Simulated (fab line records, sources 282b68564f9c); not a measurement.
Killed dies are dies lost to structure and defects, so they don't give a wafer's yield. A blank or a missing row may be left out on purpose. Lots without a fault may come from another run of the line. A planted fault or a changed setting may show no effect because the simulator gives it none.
fab line records | flow rit_cmos
record lots=5 wafers=23
route steps=202 shown SPACER@125 NSD@133 SILICIDE@162 CONTACT@173
start_h: hours from the record's first day to the start of the lot's first wafer shown | wait_h: hours since the lot's step before | " the same as in the row above | L1.1+2: a row that stands for several wafers | - no value, or no start given | * or withheld: withheld | < > ~ a bound
route shown NAME@n: a module of which the file shows steps, and the number in the route of the first | usual: mean/standard deviation of fault-free wafers | same: alike in all rows | chamber/n: place in a boat | sites: the reading at each site | _std_site: their standard deviation | _edge_site: outer sites' mean less inner sites' | radius_mm: how far each site lies from the wafer's centre | mask NAME#n: copy n | behind: the tool/chamber that last shaped the wafer | hold: why the lot was held/for how many hours/how that ended | device: the transistor (n, p or np) that didn't switch | end of line: the same wafers' tests at the end of the route | a step without rows: its recipe alone | killed: dies lost to structure and defects at the first sort, not the wafer's yield | map: a wafer's dies, x killed, . not, _ none there
set.NAME: the setting as run; set.NAME@STEP: as run at that earlier step | model.NAME: the simulator's own value behind a step, which no gauge read
lots whose settings were changed on purpose; a table a step, a row a wafer
## steps
# step RIT_SPACER_CLEAN_00
# recipe chemistry=SC1 mix=3:3:50 time_s=600 temp_c=75
# columns lot.wafer tool chamber start_h wait_h set.time_s set.ox_time_s@REOX_OXIDATION_03 model.SiO2_of_REOX_OXIDATION_03.thk_nm
L074.1 - - - 0.1 662.8 6252 25.21
L074.2 " - " " 662.8 6252 25.01
L074.3 " - " " 662.8 6252 25.07
L074.5 " - " " 662.8 6252 25.32
L074.6 " - " " 662.8 6252 25.12
L076.1 wet_bench-04 2 57.83 0.1 600 5580 23.45
L076.2 " 2 " " 600 5580 23.29
L076.5 " 2 " " 600 5580 23.14
L078.1 - - - 0.1 516.3 5037 21.82
L078.3 " - " " 516.3 5037 21.44
L078.4 " - " " 516.3 5037 21.67
L078.5 " - " " 516.3 5037 21.41
L078.6 " - " " 516.3 5037 21.21
L080.1 - - - 0.1 521.7 5824 24.48
L080.3 " - " " 521.7 5824 24.28
L080.4 " - " " 521.7 5824 24.57
L080.5 " - " " 521.7 5824 24.79
L080.6 " - " " 521.7 5824 24.16
L082.1 - - - 0.1 513.5 6004 23.87
L082.2 " - " " 513.5 6004 24.04
L082.4 " - " " 513.5 6004 23.94
L082.5 " - " " 513.5 6004 23.79
L082.6 " - " " 513.5 6004 24.1
# step RIT_SPACER_ETCHBACK_05
# recipe target_depth_a=2500 SF6_flow_sccm=30 CHF3_flow_sccm=30 target=Si3N4 chemistry=SF6/CHF3 pressure_mtorr=40 rf_w=250 time_s=240 stop_on=SiO2
# usual oes_product_au=0.846/0.012
# columns lot.wafer tool chamber start_h wait_h set.time_s oes_product_au model.poly-Si_of_GATE_CVD_08.thk_nm
L074.1 rie_diel-04 3 51.80 0.1 229 0.890 168
L074.2 " 0 " " 229 0.879 167
L074.3 " 2 " " 229 0.871 168.6
L074.5 " 2 " " 240 0.844 168.2
L074.6 " 3 " " 240 0.847 163.7
L076.1 rie_diel-02 1 62.59 0.1 240 0.862 168.8
L076.2 " 3 " " 240 0.848 167.2
L076.5 " 1 " " 240 0.870 169.9
L078.1 rie_diel-04 1 66.96 0.1 240 0.857 167.6
L078.3 " 3 " " 229.2 0.888 168.8
L078.4 " 2 " " 240 0.839 165.1
L078.5 " 0 " " 229.2 0.875 167.5
L078.6 " 3 " " 240 0.849 165.6
L080.1 rie_diel-04 0 82.95 0.1 240 0.842 163.6
L080.3 " 1 " " 251.4 0.860 164.1
L080.4 " 3 " " 240 0.849 165.7
L080.5 " 0 " " 251.4 0.850 161.3
L080.6 " 3 " " 251.4 0.854 161.3
L082.1 rie_diel-04 2 91.93 0.1 240 0.843 165.9
L082.2 " 1 " " 240 0.847 169.3
L082.4 " 3 " " 240 0.850 165.4
L082.5 " 1 " " 208.6 0.944 176.9
L082.6 " 2 " " 208.6 0.936 175.9
# step RIT_NSD_SOFTBAKE_02
# recipe resist=NOVOLAK temp_c=90 time_s=60
# columns lot.wafer tool chamber start_h wait_h set.temp_c
L074.1+6 litho_track-02 0 52.25 0.1 86.78
L074.2+3+5 " 0 " " 90
L076.1+2+5 litho_track-02 0 63.04 0.1 90
L078.1+6 litho_track-02 0 67.41 0.1 90
L078.3+4+5 " 0 " " 88.03
L080.1+5 litho_track-01 0 83.40 0.1 86.9
L080.3+4+6 " 0 " " 90
L082.1+5+6 litho_track-01 0 92.76 0.1 87.66
L082.2+4 " 0 " " 90
# step RIT_NSD_EXPOSE_03
# recipe mask_id=M9 na=0.57 target_cd_nm=40700 dose_mj=250
# step RIT_NSD_PEB_04
# recipe resist=NOVOLAK temp_c=withheld time_s=withheld
# step RIT_NSD_DEVELOP_05
# recipe resist=NOVOLAK develop_time_s=50 dev_temp_c=23
# columns lot.wafer tool chamber start_h wait_h set.temp_c@NSD_SOFTBAKE_02 model.NOVOLAK_of_NSD_COAT_01.thk_nm
L074.1 litho_track-03 0 - - 86.78 994.5
L074.2 " 0 " " 90 988.8
L074.3 " 0 " " 90 987.7
L074.5 " 0 " " 90 984.9
L074.6 " 0 " " 86.78 991.6
L076.1 litho_track-02 0 - - 90 985
L076.2 " 0 " " 90 985.7
L076.5 " 0 " " 90 986.5
L078.1+6 litho_track-02 0 - - 90 983.5
L078.3 " 0 " " 88.03 992.6
L078.4 " 0 " " 88.03 986.5
L078.5 " 0 " " 88.03 990.3
L080.1 litho_track-02 0 - - 86.9 988
L080.3 " 0 " " 90 980.3
L080.4 " 0 " " 90 979.5
L080.5 " 0 " " 86.9 989.3
L080.6 " 0 " " 90 982
L082.1 litho_track-03 0 - - 87.66 986.8
L082.2 " 0 " " 90 982.6
L082.4 " 0 " " 90 981.8
L082.5 " 0 " " 87.66 986.1
L082.6 " 0 " " 87.66 985.9
# step RIT_SILICIDE_SPUTTER_01
# recipe material=Ti target_thk_nm=30 power_w=350 chamber_pressure_pa=0.667 gas=Ar time_s=240 substrate_temp_c=25
# columns lot.wafer tool chamber start_h wait_h set.time_s model.Ti_of_SILICIDE_SPUTTER_01.thk_nm
L074.1 pvd_sputter-01 - 56.23 0.0 262.3 32.48
L074.2 " - " " 240 29.88
L074.3 " - " " 262.3 32.63
L074.5 " - " " 240 29.82
L074.6 " - " " 262.3 32.73
L076.1 pvd_sputter-04 - 66.71 0.0 240 29.43
L076.2 " - " " 240 29.48
L076.5 " - " " 240 29.18
L078.1 pvd_sputter-04 - 71.17 0.0 240 29.61
L078.3+6 " - " " 253.4 31.1
L078.4 " - " " 240 29.29
L078.5 " - " " 253.4 30.93
L080.1 pvd_sputter-04 - 87.12 0.0 240 29.48
L080.3 " - " " 256.5 31.63
L080.4 " - " " 256.5 31.35
L080.5 " - " " 256.5 31.68
L080.6 " - " " 240 29.41
L082.1 pvd_sputter-01 - 96.33 0.0 240 29.58
L082.2 " - " " 258.3 31.96
L082.4 " - " " 258.3 31.97
L082.5 " - " " 258.3 32.04
L082.6 " - " " 240 29.5
# step RIT_SILICIDE_RS_MEAS_02
# recipe thk_meas_gauge=four-point-probe reads=Ti_of_SILICIDE_SPUTTER_01
# usual SILICIDE_TI_RS=48.6/0.68
# columns lot.wafer tool chamber start_h wait_h set.time_s@SILICIDE_SPUTTER_01 SILICIDE_TI_RS[ohm/sq]
L074.1 film_metro-01 - 56.38 0.1 262.3 43.3
L074.2 " - " " 240 48.2
L074.3 " - " " 262.3 43.1
L074.5 " - " " 240 48.3
L074.6 " - " " 262.3 42.9
L076.1 film_metro-01 - 66.86 0.1 240 49.0
L076.2 " - " " 240 49.0
L076.5 " - " " 240 49.6
L078.1 film_metro-02 - 71.32 0.1 240 48.7
L078.3 " - " " 253.4 45.7
L078.4 " - " " 240 49.4
L078.5 " - " " 253.4 46.1
L078.6 " - " " 253.4 45.8
L080.1 film_metro-04 - 87.27 0.1 240 49.0
L080.3 " - " " 256.5 44.8
L080.4 " - " " 256.5 45.3
L080.5 " - " " 256.5 44.8
L080.6 " - " " 240 49.1
L082.1 film_metro-01 - 96.48 0.1 240 48.8
L082.2 " - " " 258.3 44.2
L082.4 " - " " 258.3 44.2
L082.5 " - " " 258.3 44.1
L082.6 " - " " 240 48.8
# step RIT_SILICIDE_THK_MEAS_03
# recipe thk_meas_gauge=xrf reads=Ti_of_SILICIDE_SPUTTER_01
# usual SILICIDE_TI_THK=30.0/0.37
# columns lot.wafer tool chamber start_h wait_h set.time_s@SILICIDE_SPUTTER_01 SILICIDE_TI_THK[nm]
L074.1 film_metro-01 - 56.50 0.1 262.3 32.8
L074.2 " - " " 240 30.1
L074.3 " - " " 262.3 33.0
L074.5 " - " " 240 30.1
L074.6 " - " " 262.3 33.2
L076.1 film_metro-01 - 66.98 0.1 240 29.8
L076.2 " - " " 240 29.8
L076.5 " - " " 240 29.5
L078.1 film_metro-02 - 71.44 0.1 240 30.0
L078.3 " - " " 253.4 31.5
L078.4 " - " " 240 29.6
L078.5 " - " " 253.4 31.3
L078.6 " - " " 253.4 31.5
L080.1 film_metro-04 - 87.39 0.1 240 29.8
L080.3 " - " " 256.5 32.1
L080.4 " - " " 256.5 31.9
L080.5 " - " " 256.5 32.1
L080.6 " - " " 240 29.7
L082.1 film_metro-01 - 96.60 0.1 240 30.0
L082.2 " - " " 258.3 32.5
L082.4 " - " " 258.3 32.5
L082.5 " - " " 258.3 32.5
L082.6 " - " " 240 29.9
# step RIT_CONTACT_EXPOSE_05
# recipe mask_id=M11 na=0.6 source_shape=conventional sigma_outer=0.5 target_cd_nm=1000 dose_mj=250
# columns lot.wafer tool chamber start_h wait_h mask set.dose_mj
L074.1+2+3+5+6 iline_stepper-01 0 57.30 0.1 M11#0 250
L076.1+2+5 iline_stepper-01 0 67.85 0.2 M11#0 250
L078.1+3+4 iline_stepper-01 0 72.36 0.2 M11#0 256.1
L078.5+6 " 0 " " M11#0 250
L080.1+3+5 iline_stepper-01 0 88.25 0.1 M11#0 250
L080.4+6 " 0 " " M11#0 257.2
L082.1+4+5 iline_stepper-01 0 97.39 0.1 M11#0 250
L082.2+6 " 0 " " M11#0 239.3
# step RIT_CONTACT_PEB_06
# recipe resist=NOVOLAK temp_c=withheld time_s=withheld
# step RIT_CONTACT_DEVELOP_07
# recipe resist=NOVOLAK develop_time_s=120 dev_temp_c=23
# step RIT_CONTACT_CD_MEAS_08
# recipe target_cd_nm=1000
# usual cd_nm=1000.2/2.6
# columns lot.wafer tool chamber start_h wait_h set.dose_mj@CONTACT_EXPOSE_05 cd_nm
L074.1 cd_sem-01 - 57.85 - 250 999.0
L074.2 " - " " 250 996.0
L074.3 " - " " 250 997.5
L074.5 " - " " 250 998.8
L074.6 " - " " 250 999.3
L076.1 cd_sem-01 - 68.37 - 250 999.9
L076.2 " - " " 250 1002.5
L076.5 " - " " 250 999.7
L078.1 cd_sem-01 - 72.87 - 256.1 1004.5
L078.3 " - " " 256.1 1001.9
L078.4 " - " " 256.1 1003.2
L078.5 " - " " 250 997.0
L078.6 " - " " 250 997.9
L080.1 cd_sem-01 - 88.77 - 250 1003.8
L080.3 " - " " 250 1003.7
L080.4 " - " " 257.2 1010.2
L080.5 " - " " 250 1002.0
L080.6 " - " " 257.2 1009.4
L082.1 cd_sem-01 - 97.91 - 250 998.7
L082.2 " - " " 239.3 986.2
L082.4 " - " " 250 997.2
L082.5 " - " " 250 999.1
L082.6 " - " " 239.3 984.6
# step RIT_CONTACT_HARDBAKE_10
# recipe resist=NOVOLAK temp_c=140 time_s=60
# step RIT_CONTACT_ETCH_11
# recipe target_depth_a=4800 over_etch_frac=0.2 stop_on=TiSi2 chemistry=CHF3/CF4/Ar target=SiO2 CHF3_flow_sccm=50 cf4_flow_sccm=10 Ar_flow_sccm=100 O2_flow_sccm=5 pressure_mtorr=100 rf_w=200 time_s=320
# columns lot.wafer tool chamber start_h wait_h set.dose_mj@CONTACT_EXPOSE_05 model.CONTACT.cd_nm
L074.1 rie_diel-03 3 58.15 0.1 250 999.4
L074.2 " 0 " " 250 996.2
L074.3 " 1 " " 250 997
L074.5 " 2 " " 250 998.7
L074.6 " 3 " " 250 999.7
L076.1 rie_diel-02 3 68.67 0.1 250 1000
L076.2 " 1 " " 250 1002
L076.5 " 1 " " 250 999.9
L078.1 rie_diel-02 3 73.18 0.1 256.1 1005
L078.3 " 2 " " 256.1 1002
L078.4 " 0 " " 256.1 1004
L078.5 " 0 " " 250 996.9
L078.6 " 3 " " 250 998.3
L080.1 rie_diel-01 2 89.07 0.1 250 1004
L080.3 " 1 " " 250 1003
L080.4 " 0 " " 257.2 1010
L080.5 " 3 " " 250 1002
L080.6 " 0 " " 257.2 1009
L082.1 rie_diel-03 3 98.21 0.1 250 998.6
L082.2 " 1 " " 239.3 986.3
L082.4 " 2 " " 250 998
L082.5 " 1 " " 250 998.8
L082.6 " 0 " " 239.3 984.9
# step RIT_CONTACT_STRIP_12
# recipe chemistry=O2 time_s=180 resist=NOVOLAK platen_temp_c=withheld power_w=500 pressure_mtorr=4000 o2_flow_sccm=4000
# step RIT_CONTACT_CD_MEAS_90
# recipe target_cd_nm=1000
# usual cd_nm=1000.2/2.5
# columns lot.wafer tool chamber start_h wait_h set.dose_mj@CONTACT_EXPOSE_05 cd_nm
L074.1 cd_sem-02 - 58.52 0.1 250 999.6
L074.2 " - " " 250 996.7
L074.3 " - " " 250 996.9
L074.5 " - " " 250 998.6
L074.6 " - " " 250 1000.0
L076.1 cd_sem-02 - 69.04 0.1 250 1000.3
L076.2 " - " " 250 1002.2
L076.5 " - " " 250 999.8
L078.1 cd_sem-02 - 73.55 0.1 256.1 1005.3
L078.3 " - " " 256.1 1002.1
L078.4 " - " " 256.1 1003.4
L078.5 " - " " 250 997.0
L078.6 " - " " 250 998.5
L080.1 cd_sem-02 - 89.44 0.1 250 1004.2
L080.3 " - " " 250 1002.9
L080.4 " - " " 257.2 1010.2
L080.5 " - " " 250 1002.0
L080.6 " - " " 257.2 1009.0
L082.1 cd_sem-02 - 98.58 0.1 250 998.5
L082.2 " - " " 239.3 986.1
L082.4 " - " " 250 998.1
L082.5 " - " " 250 999.0
L082.6 " - " " 239.3 984.8
## key
split step=RIT_SPACER_CLEAN_00 setting=time_s stated=600 by=lot
response none clear
split step=RIT_SPACER_ETCHBACK_05 setting=time_s stated=240 by=wafer
response step=RIT_SPACER_ETCHBACK_05 reading=oes_product_au change=-0.00634 per=1% r=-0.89
response step=RIT_SPACER_ETCHBACK_05 reading=model.poly-Si_of_GATE_CVD_08.thk_nm change=-0.659 per=1% r=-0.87
split step=RIT_NSD_SOFTBAKE_02 setting=temp_c stated=90 by=wafer
response step=RIT_NSD_DEVELOP_05 reading=model.NOVOLAK_of_NSD_COAT_01.thk_nm change=-2.02 per=1% r=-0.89
split step=RIT_SILICIDE_SPUTTER_01 setting=time_s stated=240 by=wafer
response step=RIT_SILICIDE_SPUTTER_01 reading=model.Ti_of_SILICIDE_SPUTTER_01.thk_nm change=+0.304 per=1% r=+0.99
response step=RIT_SILICIDE_RS_MEAS_02 reading=SILICIDE_TI_RS change=-0.575 per=1% r=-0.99
response step=RIT_SILICIDE_THK_MEAS_03 reading=SILICIDE_TI_THK change=+0.318 per=1% r=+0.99
split step=RIT_CONTACT_EXPOSE_05 setting=dose_mj stated=250 by=wafer
response step=RIT_CONTACT_CD_MEAS_08 reading=cd_nm change=+2.71 per=1% r=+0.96
response step=RIT_CONTACT_ETCH_11 reading=model.CONTACT.cd_nm change=+2.7 per=1% r=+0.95
response step=RIT_CONTACT_CD_MEAS_90 reading=cd_nm change=+2.73 per=1% r=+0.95
split outside_this_file step=RIT_REOX_OXIDATION_03 setting=ox_time_s
# split outside_this_file: this setting was split too, and the file shows its column; the key of that split is in another file
